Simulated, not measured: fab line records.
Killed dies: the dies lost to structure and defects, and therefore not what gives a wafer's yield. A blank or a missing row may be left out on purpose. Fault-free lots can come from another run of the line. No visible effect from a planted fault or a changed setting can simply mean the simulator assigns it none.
Struck lot and sound lot, side by side || flow ritCmos || 15 out of 202 route steps
Sound: the wafers L214.2, L214.3, L214.4. The struck wafers were L220.1, L220.2, L220.6. At the end, the cause is stated.
Each step with rows lists, per side, the tool, then ch with its chambers, then its first start. Under that, the readings that differ: sound wafers || struck wafers || difference of the means || sigmas: that difference in standard deviations of wafers without a fault.
alike: words and numbers the same on both sides, and readings whose means are apart by under 2 such deviations; not compared: readings that were withheld, readings missing a value for some wafer, numbers with overlapping values and no deviation given by the record, and bounds like >300 which may hide the same value.
Wherever a step has rows on one side only, a row that says differs or no value, or a row with sigmas, the two part there. When numbers do not overlap yet have no deviation, they are printed without sigmas and do not part them. A reading missing from all wafers of one side parts the sides only when that side holds two or more wafers.

first, 5 steps without rows for these wafers: RIT_NRETRO_COAT_01 (resist thk 1300 nm); RIT_NRETRO_SOFTBAKE_02 (time 60 s); RIT_NRETRO_EXPOSE_03 (exposes mask M4, target cd 43900 nm); RIT_NRETRO_PEB_04; RIT_NRETRO_DEVELOP_05 (develop time 68.87 s).
RIT_NRETRO_OVL_MEAS_06:
  sound: overlay-02 at day 2 09:07; struck: overlay-01 at day 3 20:12
  alike: NRETRO_OVL
then, 2 steps without rows for these wafers: RIT_NRETRO_HARDBAKE_07 (time 120 s); RIT_NRETRO_IMPLANT_08.
RIT_NRETRO_STRIP_09: strips in O2, time 180 s.
  sound on plasmaAsher-04 ch 0,1, day 2 09:33; struck on plasmaAsher-03 ch 0,1, day 3 20:38
  alike: drypumpMotorCurrentA, o2FlowSccm
  not compared: rfHoursCounterH
RIT_NRETRO_TW_MEAS_10:
  sound: filmMetro-01 at day 2 09:44; struck: filmMetro-03 at day 3 20:56
  alike: NRETRO_TW
then, 2 steps without rows for these wafers: RIT_PRETRO_HMDS_00 (prime time 60 s); RIT_PRETRO_COAT_01 (resist thk 1300 nm).
RIT_PRETRO_SOFTBAKE_02: time 60 s.
  sound on lithoTrack-02 ch 0, day 2 10:07; struck on lithoTrack-02 ch 0, day 3 21:17
{"reading": "heaterPowerTotalW (W)", "sound": "34.58 34.58 34.54", "struck": "34.88 34.91 34.81", "difference": "+0.30", "sigmas": "+6"}
{"reading": "plateTempC (C)", "sound": "90.05 90.06 89.92", "struck": "90.77 90.50 90.77", "difference": "+0.67", "sigmas": "+6"}
then, 1 step without rows for these wafers: RIT_PRETRO_EXPOSE_03 (exposes mask M5, target cd 43700 nm).
RIT_M1_PROBE_99:
  sound: prober-01 at day 3 16:32; struck: prober-01 at day 5 04:51
  alike: killedAtFrontEnd, killedDies, killedOpen, killedShort

## WHERE THEY PART
RIT_PRETRO_SOFTBAKE_02 only, going by this record. Later steps at which nothing parts them and some readings are alike: RIT_M1_PROBE_99.

WHY: what the simulator had put in
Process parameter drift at RIT_PRETRO_SOFTBAKE_02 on lithoTrack-02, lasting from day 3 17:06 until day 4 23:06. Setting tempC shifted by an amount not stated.
